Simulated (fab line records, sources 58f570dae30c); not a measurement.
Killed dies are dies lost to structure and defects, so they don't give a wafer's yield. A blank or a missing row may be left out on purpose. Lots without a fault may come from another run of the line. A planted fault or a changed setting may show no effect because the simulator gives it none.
fab line records | flow berkeley_cmos170
record lots=15 wafers=45 last_day=13
route steps=331 shown ACTIVE@66 PVT@123 NLDD@166
lots that met no fault: from a run of the same line without faults
start_h: hours from the record's first day to the start of the lot's first wafer shown | wait_h: hours since the lot's step before | " the same as in the row above | L1.1+2: a row that stands for several wafers | - no value, or no start given | * or withheld: withheld | < > ~ a bound
route shown NAME@n: a module of which the file shows steps, and the number in the route of the first | usual: mean/standard deviation of fault-free wafers | same: alike in all rows | chamber/n: place in a boat | sites: the reading at each site | _std_site: their standard deviation | _edge_site: outer sites' mean less inner sites' | radius_mm: how far each site lies from the wafer's centre | mask NAME#n: copy n | behind: the tool/chamber that last shaped the wafer | hold: why the lot was held/for how many hours/how that ended | device: the transistor (n, p or np) that didn't switch | end of line: the same wafers' tests at the end of the route | a step without rows: its recipe alone | killed: dies lost to structure and defects at the first sort, not the wafer's yield | map: a wafer's dies, x killed, . not, _ none there
set.NAME: the setting as run; set.NAME@STEP: as run at that earlier step | model.NAME: the simulator's own value behind a step, which no gauge read
steps of the route over a sample of lots; a table a step, a row a wafer
services: from which hour (start_h, from the record's first day; less than 0 if before it) a tool's chamber was out of use, for how many hours, and why
## steps
# step UCB170_ACTIVE_THK_MEAS_06
# recipe reads=Si3N4_of_ACTIVE_CVD_05
# usual ACTIVE_NITRIDE_THK=220.6/2.1
# columns lot.wafer tool chamber start_h wait_h ACTIVE_NITRIDE_THK[nm]
L344.3 film_metro-03 - 108.62 0.0 220.0
L344.5 " - " " 218.9
L344.6 " - " " 220.9
L345.3 film_metro-02 - 108.62 0.0 223.4
L345.4 " - " " 223.3
L345.5 " - " " 221.6
L346.1 film_metro-03 - 127.36 0.0 221.1
L346.3 " - " " 222.0
L346.6 " - " " 221.0
L347.2 film_metro-01 - 127.37 0.0 220.4
L347.3 " - " " 218.5
L347.5 " - " " 222.2
L350.2 film_metro-02 - 127.37 0.0 217.2
L350.3 " - " " 218.7
L350.5 " - " " 219.0
L351.3 film_metro-02 - 127.44 0.1 222.0
L351.5 " - " " 224.2
L351.6 " - " " 222.9
L349.1 film_metro-01 - 132.29 0.0 222.1
L349.4 " - " " 221.7
L349.5 " - " " 222.5
L353.1 film_metro-02 - 140.35 0.0 219.7
L353.5 " - " " 218.5
L353.6 " - " " 218.4
L355.1 film_metro-02 - 147.92 0.0 222.5
L355.2 " - " " 221.8
L355.4 " - " " 220.9
L354.2 film_metro-01 - 147.93 0.0 218.6
L354.3 " - " " 221.5
L354.6 " - " " 219.3
L356.1 film_metro-03 - 159.90 0.0 218.6
L356.2 " - " " 220.1
L356.5 " - " " 220.5
L357.1 film_metro-01 - 159.90 0.0 222.3
L357.2 " - " " 223.7
L357.3 " - " " 222.1
L358.3 film_metro-02 - 159.92 0.0 222.1
L358.4 " - " " 223.3
L358.6 " - " " 221.6
L359.2 film_metro-01 - 176.32 0.0 219.2
L359.3 " - " " 222.8
L359.4 " - " " 221.3
L366.1 film_metro-02 - 204.40 0.0 220.6
L366.3 " - " " 223.2
L366.4 " - " " 222.0
# step UCB170_ACTIVE_STRIP_16
# recipe chemistry=O2 power_w=400 pressure_mtorr=3500 platen_temp_c=withheld o2_flow_sccm=400 overash_fraction=0.5
# usual drypump_motor_current_A=5.9/0.42 oes_product_au=0.721/0.0041 strip_time_to_endpoint_s=18.10/0.076
# same overash_fraction=0.5
# columns lot.wafer tool chamber start_h wait_h drypump_motor_current_A oes_product_au rf_hours_counter_h strip_time_to_endpoint_s
L345.3 plasma_asher-02 0 109.92 0.1 6.4 0.715 - 18.19
L345.4 " 1 " " 5.9 0.721 - 18.06
L345.5 " 0 " " 6.4 0.721 - 18.19
L344.3 plasma_asher-02 1 110.16 0.1 5.9 0.723 - 18.14
L344.5 " 1 " " 5.9 0.723 - 18.05
L344.6 " 0 " " 6.3 0.720 - 18.18
L350.2 plasma_asher-03 0 128.85 0.1 5.6 0.720 36 18.11
L350.3 " 0 " " 5.6 0.720 - 18.19
L350.5 " 0 " " 5.6 0.711 - 18.16
L346.1 plasma_asher-01 1 129.13 0.1 5.4 0.730 1 18.12
L346.3 " 0 " " 6.4 0.722 - 18.05
L346.6 " 1 " " 5.4 0.721 - 18.01
L347.2 plasma_asher-02 1 129.40 0.1 5.9 0.719 40 18.26
L347.3 " 1 " " 5.9 0.729 - 18.12
L347.5 " 0 " " 6.4 0.726 - 18.13
L351.3 plasma_asher-01 0 129.71 0.1 6.3 0.722 - 17.98
L351.5 " 0 " " 6.4 0.722 - 18.02
L351.6 " 1 " " 5.4 0.723 - 17.94
L349.1 plasma_asher-02 0 133.45 0.1 6.4 0.719 41 18.08
L349.4 " 1 " " 5.9 0.725 - 18.04
L349.5 " 1 " " 5.9 0.725 - 18.13
L353.1 plasma_asher-01 0 141.84 0.1 6.4 0.724 3 18.12
L353.5 " 0 " " 6.4 0.721 - 18.03
L353.6 " 1 " " 5.4 0.716 - 18.19
L355.1 plasma_asher-02 1 149.37 0.1 5.9 0.715 43 18.19
L355.2 " 0 " " 6.4 0.719 43 18.20
L355.4 " 0 " " 6.4 0.723 - 18.14
L354.2 plasma_asher-01 1 149.64 0.1 5.4 0.722 4 18.08
L354.3 " 0 " " 6.4 0.713 - 18.12
L354.6 " 0 " " 6.4 0.721 - 18.16
L356.1 plasma_asher-02 1 161.06 0.1 5.9 0.719 44 18.24
L356.2 " 0 " " 6.4 0.717 44 18.25
L356.5 " 0 " " 6.4 0.724 - 18.29
L357.1 plasma_asher-01 0 161.43 0.1 6.4 0.721 5 18.12
L357.2 " 1 " " 5.4 0.725 5 18.07
L357.3 " 0 " " 6.3 0.722 - 18.01
L358.3 plasma_asher-02 0 161.74 0.1 6.4 0.719 - 18.03
L358.4 " 1 " " 5.9 0.726 - 18.13
L358.6 " 0 " " 6.4 0.721 - 18.14
L359.2 plasma_asher-03 0 177.73 0.1 5.6 0.726 42 18.20
L359.3 " 0 " " 5.6 0.722 - 18.08
L359.4 " 1 " " 5.3 0.718 - 18.25
L366.1 plasma_asher-01 1 206.56 0.1 5.4 0.719 10 18.15
L366.3 " 1 " " 5.4 0.721 - 18.07
L366.4 " 0 " " 6.4 0.716 - 18.11
# step UCB170_PVT_STRIP_08
# recipe chemistry=O2 power_w=400 pressure_mtorr=3500 platen_temp_c=withheld o2_flow_sccm=400 overash_fraction=0.5
# usual drypump_motor_current_A=5.9/0.43 oes_product_au=0.735/0.0043 strip_time_to_endpoint_s=21.62/0.07
# same overash_fraction=0.5
# columns lot.wafer tool chamber start_h wait_h drypump_motor_current_A oes_product_au rf_hours_counter_h strip_time_to_endpoint_s
L344.3 plasma_asher-03 0 152.51 0.1 5.6 0.734 - 21.57
L344.5 " 0 " " 5.6 0.740 - 21.61
L344.6 " 1 " " 5.3 0.732 - 21.61
L345.3 plasma_asher-03 1 153.64 0.1 5.3 0.727 - 21.62
L345.4 " 0 " " 5.6 0.739 - 21.56
L345.5 " 0 " " 5.6 0.741 - 21.55
L351.3 plasma_asher-02 0 171.97 0.1 6.4 0.736 - 21.62
L351.5 " 1 " " 5.9 0.735 - 21.63
L351.6 " 0 " " 6.4 0.735 - 21.49
L347.2 plasma_asher-02 1 172.21 0.1 5.9 0.741 45 21.78
L347.3 " 1 " " 5.9 0.728 - 21.74
L347.5 " 0 " " 6.4 0.733 - 21.72
L349.1 plasma_asher-03 1 172.21 0.1 5.3 0.735 41 21.65
L349.4 " 1 " " 5.3 0.734 - 21.61
L349.5 " 1 " " 5.3 0.737 - 21.65
L346.1 plasma_asher-02 1 172.49 0.1 5.9 0.731 45 21.61
L346.3 " 1 " " 5.9 0.740 - 21.64
L346.6 " 0 " " 6.4 0.736 - 21.68
L350.2 plasma_asher-03 0 172.49 0.1 5.6 0.734 41 21.58
L350.3 " 0 " " 5.6 0.733 - 21.61
L350.5 " 0 " " 5.6 0.735 - 21.57
L353.1 plasma_asher-02 0 179.62 0.1 6.4 0.734 46 21.63
L353.5 " 1 " " 5.9 0.733 - 21.60
L353.6 " 0 " " 6.4 0.736 - 21.64
L354.2 plasma_asher-04 0 191.78 0.1 6.6 0.732 42 21.66
L354.3 " 0 " " 6.6 0.739 - 21.65
L354.6 " 1 " " 6.1 0.736 - 21.63
L355.1 plasma_asher-02 0 192.32 0.1 6.4 0.729 48 21.59
L355.2 " 1 " " 5.9 0.731 48 21.55
L355.4 " 1 " " 5.9 0.745 - 21.57
L357.1 plasma_asher-02 1 202.31 0.1 5.9 0.730 49 21.68
L357.2 " 0 " " 6.4 0.730 49 21.64
L357.3 " 1 " " 5.9 0.735 - 21.66
L358.3 plasma_asher-03 1 203.52 0.1 5.3 0.732 - 21.52
L358.4 " 0 " " 5.6 0.732 - 21.44
L358.6 " 1 " " 5.3 0.737 - 21.49
L356.1 plasma_asher-02 0 204.21 0.1 6.4 0.741 49 21.64
L356.2 " 1 " " 5.9 0.745 49 21.60
L356.5 " 1 " " 5.9 0.726 - 21.65
L359.2 plasma_asher-03 1 215.42 0.1 5.3 0.733 46 21.54
L359.3 " 0 " " 5.6 0.739 - 21.59
L359.4 " 1 " " 5.3 0.736 - 21.55
L366.1 plasma_asher-04 1 247.37 0.1 6.1 0.734 49 21.59
L366.3 " 1 " " 6.1 0.730 - 21.66
L366.4 " 0 " " 6.6 0.732 - 21.57
# step UCB170_NLDD_IMPLANT_08
# recipe species=As dose_cm2=5e+13 energy_kev=30 tilt_deg=7 rotation_deg=0
# usual dose_ions_cm2=5e+13/5.7e+10 faraday_current_uA=159/3.2 tilt_deg=6.997/0.019
# columns lot.wafer tool chamber start_h wait_h dose_ions_cm2 faraday_current_uA tilt_deg
L344.3 implanter-04 0 173.06 0.1 5.008e+13 157 7.004
L344.5 " 0 " " 5.002e+13 165 6.985
L344.6 " 0 " " 5.002e+13 159 7.002
L345.3 implanter-01 0 173.37 0.1 5.009e+13 161 6.985
L345.4 " 0 " " 4.998e+13 164 6.979
L345.5 " 0 " " 5.006e+13 161 7.005
L349.1 implanter-04 0 192.60 0.0 5.001e+13 156 7.044
L349.4 " 0 " " 4.995e+13 159 6.983
L349.5 " 0 " " 4.995e+13 159 7.036
L347.2 implanter-01 0 192.71 0.0 4.997e+13 161 7.001
L347.3 " 0 " " 4.997e+13 161 6.986
L347.5 " 0 " " 4.997e+13 155 6.998
L346.1 implanter-04 0 192.96 0.0 4.997e+13 159 7.004
L346.3 " 0 " " 4.996e+13 155 6.997
L346.6 " 0 " " 5.006e+13 158 7.005
L350.2 implanter-01 0 193.18 0.0 4.997e+13 154 6.995
L350.3 " 0 " " 5.001e+13 164 6.992
L350.5 " 0 " " 4.994e+13 156 6.998
L351.3 implanter-04 0 193.48 0.1 5.002e+13 161 7.007
L351.5 " 0 " " 5e+13 159 7.017
L351.6 " 0 " " 5.01e+13 160 7.002
L353.1 implanter-01 0 197.08 0.0 5.001e+13 161 7.011
L353.5 " 0 " " 4.998e+13 158 7.030
L353.6 " 0 " " 5.002e+13 155 7.020
L354.2 implanter-01 0 211.44 0.0 5e+13 161 6.982
L354.3 " 0 " " 5e+13 161 6.950
L354.6 " 0 " " 4.998e+13 155 7.001
L355.1 implanter-04 0 212.22 0.0 5.004e+13 158 7.003
L355.2 " 0 " " 4.995e+13 159 6.992
L355.4 " 0 " " 4.998e+13 160 6.997
L357.1 implanter-01 0 224.08 0.0 2.747e+13 85 7.004
L357.2 " 0 " " 2.748e+13 89 7.004
L357.3 " 0 " " 2.757e+13 88 7.006
L358.3 implanter-02 0 224.36 0.1 5e+13 155 6.990
L358.4 " 0 " " 4.986e+13 160 6.983
L358.6 " 0 " " 5.005e+13 155 6.997
L356.1 implanter-01 0 224.63 0.0 2.736e+13 88 6.990
L356.2 " 0 " " 2.742e+13 89 6.981
L356.5 " 0 " " 2.748e+13 87 6.989
L359.2 implanter-01 0 235.86 0.0 2.749e+13 91 6.999
L359.3 " 0 " " 2.746e+13 85 6.999
L359.4 " 0 " " 2.748e+13 86 6.996
L366.1 implanter-04 0 268.60 0.0 4.998e+13 159 6.974
L366.3 " 0 " " 5.005e+13 156 7.013
L366.4 " 0 " " 5.006e+13 159 6.999
# step UCB170_NLDD_TW_MEAS_11
# usual NLDD_TW=2218/17
# columns lot.wafer tool chamber start_h wait_h NLDD_TW
L344.3 film_metro-01 - 173.43 0.1 2223
L344.5 " - " " 2235
L344.6 " - " " 2238
L345.3 film_metro-01 - 173.74 0.1 2224
L345.4 " - " " 2220
L345.5 " - " " 2225
L349.1 film_metro-03 - 193.00 0.1 2216
L349.4 " - " " 2224
L349.5 " - " " 2232
L347.2 film_metro-01 - 193.09 0.1 2227
L347.3 " - " " 2231
L347.5 " - " " 2226
L346.1 film_metro-03 - 193.36 0.1 2213
L346.3 " - " " 2207
L346.6 " - " " 2210
L350.2 film_metro-01 - 193.56 0.1 2234
L350.3 " - " " 2235
L350.5 " - " " 2225
L351.3 film_metro-02 - 193.85 0.1 2186
L351.5 " - " " 2188
L351.6 " - " " 2167
L353.1 film_metro-03 - 197.48 0.1 2216
L353.5 " - " " 2215
L353.6 " - " " 2210
L354.2 film_metro-02 - 211.83 0.1 2182
L354.3 " - " " 2189
L354.6 " - " " 2184
L355.1 film_metro-03 - 212.62 0.1 2212
L355.2 " - " " 2213
L355.4 " - " " 2214
L357.1 film_metro-03 - 224.48 0.1 2070
L357.2 " - " " 2060
L357.3 " - " " 2070
L358.3 film_metro-01 - 224.73 0.1 2234
L358.4 " - " " 2223
L358.6 " - " " 2223
L356.1 film_metro-01 - 225.05 0.1 2069
L356.2 " - " " 2068
L356.5 " - " " 2069
L359.2 film_metro-01 - 236.25 0.1 2065
L359.3 " - " " 2069
L359.4 " - " " 2060
L366.1 film_metro-02 - 269.06 0.1 2192
L366.3 " - " " 2188
L366.4 " - " " 2190
# step UCB170_SDANNEAL_RS_MEAS_05
# recipe thk_meas_gauge=four-point-probe
# usual NLDD_RS=616.0/1.4
# columns lot.wafer tool chamber start_h wait_h NLDD_RS[ohm/sq]
L344.3 film_metro-03 - 184.00 0.1 616.1
L344.5 " - " " 614.9
L344.6 " - " " 617.2
L345.3 film_metro-02 - 184.30 0.1 618.1
L345.4 " - " " 619.0
L345.5 " - " " 618.9
L349.1 film_metro-02 - 205.16 0.1 613.5
L349.4 " - " " 614.1
L349.5 " - " " 614.3
L347.2 film_metro-03 - 205.35 0.1 614.4
L347.3 " - " " 615.4
L347.5 " - " " 616.9
L350.2 film_metro-02 - 205.75 0.1 617.4
L350.3 " - " " 615.0
L350.5 " - " " 616.6
L351.3 film_metro-01 - 205.77 0.1 615.7
L351.5 " - " " 616.9
L351.6 " - " " 618.0
L346.1 film_metro-03 - 206.11 0.1 615.4
L346.3 " - " " 616.4
L346.6 " - " " 613.7
L353.1 film_metro-02 - 212.47 0.1 616.4
L353.5 " - " " 617.1
L353.6 " - " " 617.7
L354.2 film_metro-03 - 225.47 0.1 617.5
L354.3 " - " " 616.0
L354.6 " - " " 615.6
L355.1 film_metro-02 - 226.05 0.1 616.7
L355.2 " - " " 617.2
L355.4 " - " " 616.3
L356.1 film_metro-03 - 240.46 0.1 726.2
L356.2 " - " " 729.5
L356.5 " - " " 729.1
L358.3 film_metro-01 - 240.50 0.1 613.7
L358.4 " - " " 614.0
L358.6 " - " " 613.6
L357.1 film_metro-02 - 240.58 0.1 728.6
L357.2 " - " " 729.7
L357.3 " - " " 729.3
L359.2 film_metro-01 - 246.67 0.1 728.5
L359.3 " - " " 730.7
L359.4 " - " " 730.6
L366.1 film_metro-02 - 279.61 0.1 614.6
L366.3 " - " " 615.4
L366.4 " - " " 613.9
## services
# columns tool chamber start_h hours kind
plasma_asher-03 - 94.63 1.6 repair
plasma_asher-01 - 97.79 5.6 repair
plasma_asher-01 - 108.75 9.0 pm
plasma_asher-01 0 108.75 9.0 vent_cycle
plasma_asher-01 1 108.75 9.0 vent_cycle
plasma_asher-03 - 108.79 9.2 repair
plasma_asher-03 - 113.06 1.4 repair
plasma_asher-01 0 117.75 - clean
plasma_asher-01 1 117.75 - clean
implanter-02 - 122.96 1.2 repair
plasma_asher-03 - 125.65 2.8 pm
plasma_asher-04 - 127.14 1.7 repair
plasma_asher-04 - 127.64 11.0 repair
implanter-02 - 172.92 5.2 pm
plasma_asher-03 - 175.78 0.5 repair
implanter-01 - 178.55 2.4 repair
implanter-01 - 183.71 2.0 repair
plasma_asher-04 - 192.81 0.7 repair
implanter-04 - 220.77 4.1 repair
plasma_asher-02 - 241.70 2.9 repair
plasma_asher-02 - 245.86 1.9 repair
plasma_asher-03 - 245.91 23.3 pm
## key
first_sign step=UCB170_NLDD_IMPLANT_08 reading=dose_ions_cm2 direction=down sigmas=99+ usual=5e+13 struck=2.747e+13
effect step=UCB170_NLDD_IMPLANT_08 reading=faraday_current_uA direction=down sigmas=23 usual=159 struck=88
effect step=UCB170_NLDD_TW_MEAS_11 reading=NLDD_TW direction=down sigmas=8.8 usual=2218 struck=2067
effect step=UCB170_SDANNEAL_RS_MEAS_05 reading=NLDD_RS direction=up sigmas=84 usual=616.0 struck=729.1
met_at UCB170_NLDD_IMPLANT_08
struck_lots L356,L357,L359
sort_left_out L357.1,L357.2,L357.3
tester_left_out L356,L357,L359
not_acting_at UCB170_ACTIVE_THK_MEAS_06,UCB170_ACTIVE_STRIP_16,UCB170_PVT_STRIP_08
onset_between 211.44 224.08
fault kind=process_parameter_drift tool=implanter-01 chamber=- onset_h=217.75 steps=UCB170_NLDD_IMPLANT_08 channel=dose_cm2 offset=-2.25e+13 shape=step end_h=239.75 acts_in=these_recipes_only stated=5e+13
# tester_left_out: of these lots the tester's yield and bins aren't shown, on N5 and GAA mostly nor the transistor test; their killed dies are dies lost to structure and defects alone, not to doping, threshold or leakage, so they don't give the yield
# sort_left_out: the simulated sort isn't trusted on such a fault, so these wafers' sort isn't shown, and their yield isn't known
